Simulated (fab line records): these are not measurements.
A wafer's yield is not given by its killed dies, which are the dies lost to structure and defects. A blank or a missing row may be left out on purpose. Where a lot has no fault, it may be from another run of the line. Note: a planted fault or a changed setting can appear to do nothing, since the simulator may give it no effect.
fab line records	flow rit-cmos
[record] lots = 7	wafers = 21	last-day = 7
route steps=202 shown NRETRO@55 PRETRO@64 M1@202
lots with no fault: from the same line, run without faults
start-h: hours from the record's first day to the start of the lot's first wafer shown	wait-h: time in hours since the lot's previous step	" identical to the entry in the row above	L1.1+2: several wafers, shown together as one row	- no value present, or no start provided	* or withheld: withheld	< > ~ a bound
route shown NAME@n: a module of which the file shows steps, and the number in the route of the first	usual: average and standard deviation across the fault-free wafers	same: alike in all rows	chamber/n: place in a boat	sites: per-site readings	_std_site: their standard deviation	_edge_site: inner sites' mean taken away from outer sites' mean	radius-mm: how far each site lies from the wafer's centre	mask NAME#n: copy n	behind: the most recent tool/chamber to have shaped the wafer	hold: cause of the lot's hold/its duration in hours/its outcome	device: transistor that didn't switch, given as n, p or np	end of line: the tests these same wafers got at the end of their route	for a step that has no rows: nothing shown but its recipe	killed: dies lost to structure and defects at the first sort, not the wafer's yield	map: a wafer's dies, x killed, . not, _ none there
set.NAME: the run value of the setting; set.NAME@STEP: its run value at that earlier step	model.NAME: the simulator's own value behind a step, which no gauge read
certain route steps with their lots: each step a table, each wafer a row
services: when a tool's chamber went out of use (start-h, in hours from the record's first day, below 0 if earlier), for how many hours, and the reason
[[steps]]
[step RIT_NRETRO_SOFTBAKE_02]
[recipe] resist = NOVOLAK	temp-c = 90	time-s = 60
[step RIT_NRETRO_EXPOSE_03]
[recipe] mask-id = M4	na = 0.57	target-cd-nm = 43900	dose-mj = 250
[step RIT_NRETRO_PEB_04]
[recipe] resist = NOVOLAK	temp-c = withheld	time-s = withheld
[step RIT_NRETRO_DEVELOP_05]
[recipe] resist = NOVOLAK	develop-time-s = 68	dev-temp-c = 23
[step RIT_NRETRO_OVL_MEAS_06]
[usual] NRETRO_OVL = 1.4/1.5
lot.wafer	tool	chamber	start-h	wait-h	NRETRO_OVL[nm]
L939.1	overlay-02	-	54.66	-	0.7
L939.2	"	-	"	"	0.0
L939.5	"	-	"	"	-0.4
L940.2	overlay-02	-	58.88	-	3.0
L940.3	"	-	"	"	4.4
L940.5	"	-	"	"	3.1
L942.1	overlay-01	-	69.46	-	-0.5
L942.5	"	-	"	"	0.5
L942.6	"	-	"	"	0.0
L944.1	overlay-02	-	79.58	-	1.2
L944.2	"	-	"	"	2.2
L944.5	"	-	"	"	2.2
L946.1	overlay-02	-	89.70	-	0.3
L946.4	"	-	"	"	2.6
L946.5	"	-	"	"	-0.2
L952.2	overlay-02	-	119.31	-	-2.5
L952.5	"	-	"	"	-2.6
L952.6	"	-	"	"	-2.6
L954.1	overlay-02	-	132.05	-	0.9
L954.2	"	-	"	"	0.4
L954.5	"	-	"	"	1.8
[step RIT_NRETRO_HARDBAKE_07]
[recipe] resist = NOVOLAK	temp-c = 140	time-s = 120
[step RIT_NRETRO_IMPLANT_08]
[recipe] species = P	energy-kev = 70	dose-cm2 = 1e+13	tilt-deg = 6.903
[step RIT_NRETRO_STRIP_09]
[recipe] chemistry = O2	time-s = 180	resist = NOVOLAK	platen-temp-c = withheld	power-w = 500	pressure-mtorr = 4000	o2-flow-sccm = 4000
[usual] drypump-motor-current-A = 5.42/0.28	o2-flow-sccm = 4001/12
lot.wafer	tool	chamber	start-h	wait-h	drypump-motor-current-A	o2-flow-sccm	rf-hours-counter-h
L939.1	plasma-asher-02	0	55.10	0.1	4.97	4006	44
L939.2	"	1	"	"	5.65	4015	44
L939.5	"	1	"	"	5.64	4005	-
L940.2	plasma-asher-04	0	59.31	0.1	5.37	3997	27
L940.3	"	1	"	"	5.25	3983	-
L940.5	"	0	"	"	5.37	3984	-
L942.1	plasma-asher-03	1	69.90	0.1	5.40	3998	42
L942.5	"	1	"	"	5.38	3973	-
L942.6	"	0	"	"	5.95	4002	-
L944.1	plasma-asher-03	0	80.01	0.1	5.93	4004	43
L944.2	"	1	"	"	5.39	3997	43
L944.5	"	0	"	"	5.91	4006	-
L946.1	plasma-asher-02	0	90.13	0.1	4.98	3996	47
L946.4	"	1	"	"	5.61	3997	-
L946.5	"	1	"	"	5.67	3983	-
L952.2	plasma-asher-04	0	119.74	0.1	5.40	4002	33
L952.5	"	0	"	"	5.43	3991	-
L952.6	"	1	"	"	5.27	3993	-
L954.1	plasma-asher-04	1	132.49	0.1	5.29	4007	34
L954.2	"	0	"	"	5.40	3988	34
L954.5	"	0	"	"	5.38	3993	-
[step RIT_NRETRO_TW_MEAS_10]
[usual] NRETRO_TW = 1040/7.5
lot.wafer	tool	chamber	start-h	wait-h	NRETRO_TW
L939.1	film-metro-02	-	55.27	0.1	1030
L939.2	"	-	"	"	1035
L939.5	"	-	"	"	1032
L940.2	film-metro-01	-	59.50	0.1	1030
L940.3	"	-	"	"	1032
L940.5	"	-	"	"	1032
L942.1	film-metro-03	-	70.07	0.1	1040
L942.5	"	-	"	"	1046
L942.6	"	-	"	"	1044
L944.1	film-metro-03	-	80.19	0.1	1047
L944.2	"	-	"	"	1047
L944.5	"	-	"	"	1045
L946.1	film-metro-03	-	90.31	0.1	1049
L946.4	"	-	"	"	1045
L946.5	"	-	"	"	1045
L952.2	film-metro-03	-	119.93	0.1	1042
L952.5	"	-	"	"	1035
L952.6	"	-	"	"	1035
L954.1	film-metro-02	-	132.66	0.1	1033
L954.2	"	-	"	"	1041
L954.5	"	-	"	"	1033
[step RIT_PRETRO_HMDS_00]
[recipe] prime-time-s = 60	prime-temp-c = 140
[step RIT_PRETRO_COAT_01]
[recipe] resist = NOVOLAK	spin-rpm = 2000	resist-thk-nm = 1300
[step RIT_PRETRO_SOFTBAKE_02]
[recipe] resist = NOVOLAK	temp-c = 90	time-s = 60
[step RIT_PRETRO_EXPOSE_03]
[recipe] mask-id = M5	na = 0.57	target-cd-nm = 43700	dose-mj = 250
[usual] exposure-dose-mJ-cm2 = 249.96/0.24
lot.wafer	tool	chamber	start-h	wait-h	mask	exposure-dose-mJ-cm2	model.PRETRO.overlay-x-nm
L939.1	iline-stepper-01	0	55.78	0.1	M5#0	249.99	-2.45
L939.2	"	0	"	"	M5#0	249.96	-2.45
L939.5	"	0	"	"	M5#0	250.02	-2.45
L940.2	iline-stepper-01	0	60.02	0.1	M5#0	249.69	240.5
L940.3	"	0	"	"	M5#0	249.77	240.5
L940.5	"	0	"	"	M5#0	249.96	240.5
L942.1	iline-stepper-01	0	70.71	0.2	M5#0	249.84	236.6
L942.5	"	0	"	"	M5#0	249.99	236.6
L942.6	"	0	"	"	M5#0	249.78	236.6
L944.1	iline-stepper-01	0	80.82	0.2	M5#0	250.08	241.8
L944.2	"	0	"	"	M5#0	249.73	241.8
L944.5	"	0	"	"	M5#0	249.83	241.8
L946.1	iline-stepper-02	0	90.94	0.2	M5#0	250.29	-0.494
L946.4	"	0	"	"	M5#0	250.28	-0.494
L946.5	"	0	"	"	M5#0	250.43	-0.494
L952.2	iline-stepper-02	0	120.45	0.1	M5#0	249.50	1.17
L952.5	"	0	"	"	M5#0	249.51	1.17
L952.6	"	0	"	"	M5#0	249.83	1.17
L954.1	iline-stepper-02	0	133.17	0.1	M5#0	249.72	0.8221
L954.2	"	0	"	"	M5#0	249.92	0.8221
L954.5	"	0	"	"	M5#0	249.81	0.8221
[step RIT_PRETRO_PEB_04]
[recipe] resist = NOVOLAK	temp-c = withheld	time-s = withheld
[step RIT_PRETRO_DEVELOP_05]
[recipe] resist = NOVOLAK	develop-time-s = 68	dev-temp-c = 23
[step RIT_PRETRO_OVL_MEAS_06]
[usual] PRETRO_OVL = 0.0/1.5
lot.wafer	tool	chamber	start-h	wait-h	PRETRO_OVL[nm]
L939.1	overlay-01	-	56.21	-	0.1
L939.2	"	-	"	"	-1.1
L939.5	"	-	"	"	-1.7
L940.2	overlay-02	-	60.43	-	240.2
L940.3	"	-	"	"	241.6
L940.5	"	-	"	"	240.6
L942.1	overlay-02	-	71.14	-	236.3
L942.5	"	-	"	"	237.4
L942.6	"	-	"	"	237.5
L944.1	overlay-02	-	81.25	-	240.8
L944.2	"	-	"	"	241.2
L944.5	"	-	"	"	241.6
L946.1	overlay-02	-	91.37	-	-1.3
L946.4	"	-	"	"	0.2
L946.5	"	-	"	"	-0.1
L952.2	overlay-01	-	120.86	-	-0.8
L952.5	"	-	"	"	0.4
L952.6	"	-	"	"	-1.8
L954.1	overlay-01	-	133.60	-	-0.8
L954.2	"	-	"	"	0.8
L954.5	"	-	"	"	-1.3
[step RIT_PRETRO_HARDBAKE_07]
[recipe] resist = NOVOLAK	temp-c = 139.1	time-s = 120
[step RIT_M1_PROBE_99]
[usual] killed-at-contacts = 0.1/0.25	killed-at-front-end = 7/3.1	killed-dies = 7/3.1	killed-open = 3.6/2	killed-short = 3.5/2
[same] gross-dies = 264	killed_at_M0_to_M3 = 0	killed_at_M4_up = 0	killed-at-back-side = 0	killed-at-other = 0
lot.wafer	tool	chamber	start-h	wait-h	killed-at-contacts	killed-at-front-end	killed-dies	killed-open	killed-short	model.etest.well-edge-left.line-ohm-um	model.etest.retro-edge-pmos.off-log10-a-um	model.etest.retro-edge-nmos.off-log10-a-um
L939.1	prober-01	-	83.44	0.1	0	10	10	6	4	182	-10.75	-9.871
L939.2	prober-01	-	83.49	0.1	0	11	11	8	3	182.2	-10.4	-9.967
L939.5	prober-01	-	83.64	0.2	0	7	7	4	3	182.7	-10.32	-9.797
L940.2	prober-02	-	86.34	0.1	0	5	5	2	3	183.5	-8.719	-8.419
L940.3	prober-02	-	86.39	0.2	0	7	7	4	3	186	-8.711	-8.35
L940.5	prober-02	-	86.49	0.2	0	4	4	0	4	188	-8.556	-8.253
L942.1	prober-02	-	97.77	0.1	0	8	8	3	5	184.9	-8.473	-8.336
L942.5	prober-02	-	97.97	0.2	0	6	6	4	2	183.5	-8.711	-8.468
L942.6	prober-02	-	98.02	0.2	0	9	9	6	3	183.1	-8.664	-8.783
L944.1	prober-02	-	107.30	0.1	0	7	7	4	3	183.7	-8.669	-8.17
L944.2	prober-02	-	107.35	0.1	0	7	7	3	4	183.5	-8.36	-8.242
L944.5	prober-02	-	107.50	0.2	0	7	7	3	4	184.8	-8.18	-8.252
L946.1	prober-02	-	117.61	0.1	0	3	3	2	1	182.8	-10.61	-10.38
L946.4	prober-02	-	117.76	0.2	0	2	2	0	2	181.6	-10.27	-10.5
L946.5	prober-02	-	117.81	0.2	0	10	10	3	7	183.2	-10.54	-10.79
L952.2	prober-02	-	149.90	0.1	0	2	2	2	0	183.3	-10.03	-9.637
L952.5	prober-02	-	150.05	0.2	0	11	11	6	5	183.7	-10.4	-9.737
L952.6	prober-02	-	150.10	0.2	1	8	9	6	3	179.7	-10.29	-9.515
L954.1	prober-02	-	163.56	0.1	0	3	3	1	2	181.8	-10.27	-9.875
L954.2	prober-02	-	163.61	0.1	0	8	8	5	3	181.7	-9.926	-9.326
L954.5	prober-02	-	163.76	0.2	0	4	4	1	3	183.4	-10.51	-9.567
// killed by level:class
L939.1 FOX1:geometric-particle:short=2 GATE:geometric-particle:open=2 FOX1:geometric-particle:open=1 FOX2:geometric-particle:open=1 GATE:geometric-particle:short=1 REOX:geometric-particle:open=1 REOX:geometric-particle:short=1 SILICIDE:geometric-particle:open=1
L939.2 REOX:geometric-particle:open=3 GATE:geometric-particle:open=2 FOX1:geometric-particle:open=1 FOX2:geometric-particle:open=1 REOX:geometric-particle:short=1 SPACER:geometric-particle:short=1 SILICIDE:geometric-particle:short=1 SILICIDE:geometric-particle:open=1
L939.5 GATE:geometric-particle:short=2 REOX:geometric-particle:open=2 FOX1:geometric-particle:open=1 SPACER:geometric-particle:short=1 SILICIDE:geometric-particle:open=1
L940.2 GATE:geometric-particle:short=2 GATE:geometric-particle:open=1 REOX:geometric-particle:open=1 SILICIDE:geometric-particle:short=1
L940.3 GATE:geometric-particle:open=2 FOX1:geometric-particle:open=1 FOX2:geometric-particle:short=1 REOX:geometric-particle:short=1 REOX:geometric-particle:open=1 SPACER:geometric-particle:short=1
L940.5 FOX1:geometric-particle:short=2 GATE:geometric-particle:short=1 SILICIDE:geometric-particle:short=1
L942.1 GATE:geometric-particle:short=2 GATE:geometric-particle:open=2 FOX1:geometric-particle:open=1 FOX1:geometric-particle:short=1 FOX2:geometric-particle:short=1 SPACER:geometric-particle:short=1
L942.5 GATE:geometric-particle:open=4 GATE:geometric-particle:short=2
L942.6 GATE:geometric-particle:open=4 GATE:geometric-particle:short=2 FOX1:geometric-particle:short=1 FOX1:geometric-particle:open=1 FOX2:geometric-particle:open=1
L944.1 FOX1:geometric-particle:short=2 FOX2:geometric-particle:open=1 GATE:geometric-particle:open=1 REOX:geometric-particle:short=1 REOX:geometric-particle:open=1 SILICIDE:geometric-particle:open=1
L944.2 SILICIDE:geometric-particle:open=2 FOX1:geometric-particle:open=1 FOX2:geometric-particle:short=1 GATE:geometric-particle:short=1 REOX:geometric-particle:short=1 SILICIDE:geometric-particle:short=1
L944.5 GATE:geometric-particle:short=2 FOX1:geometric-particle:short=1 GATE:geometric-particle:open=1 REOX:geometric-particle:open=1 SPACER:geometric-particle:short=1 SILICIDE:geometric-particle:open=1
L946.1 REOX:geometric-particle:open=2 SILICIDE:geometric-particle:short=1
L946.4 GATE:geometric-particle:short=1 SILICIDE:geometric-particle:short=1
L946.5 FOX1:geometric-particle:short=4 FOX1:geometric-particle:open=1 FOX2:geometric-particle:short=1 FOX2:geometric-particle:open=1 GATE:geometric-particle:short=1 REOX:geometric-particle:open=1 SILICIDE:geometric-particle:short=1
L952.2 GATE:geometric-particle:open=2
L952.5 GATE:geometric-particle:short=4 GATE:geometric-particle:open=3 REOX:geometric-particle:open=2 FOX1:geometric-particle:open=1 REOX:geometric-particle:short=1
L952.6 REOX:geometric-particle:open=4 GATE:geometric-particle:open=1 REOX:geometric-particle:short=1 SILICIDE:geometric-particle:open=1 SILICIDE:geometric-particle:short=1 CONTACT:geometric-particle:short=1
L954.1 GATE:geometric-particle:short=1 SPACER:geometric-particle:short=1 SPACER:geometric-particle:open=1
L954.2 FOX1:geometric-particle:open=3 FOX1:geometric-particle:short=2 GATE:geometric-particle:short=1 GATE:geometric-particle:open=1 REOX:geometric-particle:open=1
L954.5 SPACER:geometric-particle:short=2 FOX1:geometric-particle:short=1 SPACER:geometric-particle:open=1
[[services]]
tool	chamber	start-h	hours	kind
plasma-asher-04	-	59.66	0.8	repair
iline-stepper-02	-	96.81	14.0	repair
plasma-asher-02	-	105.46	2.7	repair
iline-stepper-01	-	110.81	1.7	pm
[[key]]
[first-sign] step = RIT_PRETRO_OVL_MEAS_06	reading = PRETRO_OVL	direction = up	sigmas = 99+	usual = 0.0	struck = 239.7
effect none on later readings
[model-effect] step = RIT_PRETRO_EXPOSE_03	value = PRETRO.overlay-x-nm	without = -0.3946	struck = 239.6
[model-effect] step = RIT_M1_PROBE_99	value = etest.well-edge-left.line-ohm-um	without = 181.6	struck = 184.6
met-at RIT_PRETRO_EXPOSE_03
struck-wafers L940.2,L940.3,L940.5,L942.1,L942.5,L942.6,L944.1,L944.2,L944.5
tester-left-out L940,L942,L944
onset-between 55.78 60.02
[fault] kind = scanner-matching-overlay	tool = iline-stepper-01	chamber = -	onset-h = 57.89	steps = RIT_PRETRO_EXPOSE_03	offset = 240
// tester-left-out: of these lots the tester's yield and bins aren't shown, on N5 and GAA mostly nor the transistor test; their killed dies are dies lost to structure and defects alone, not to doping, threshold or leakage, so they don't give the yield
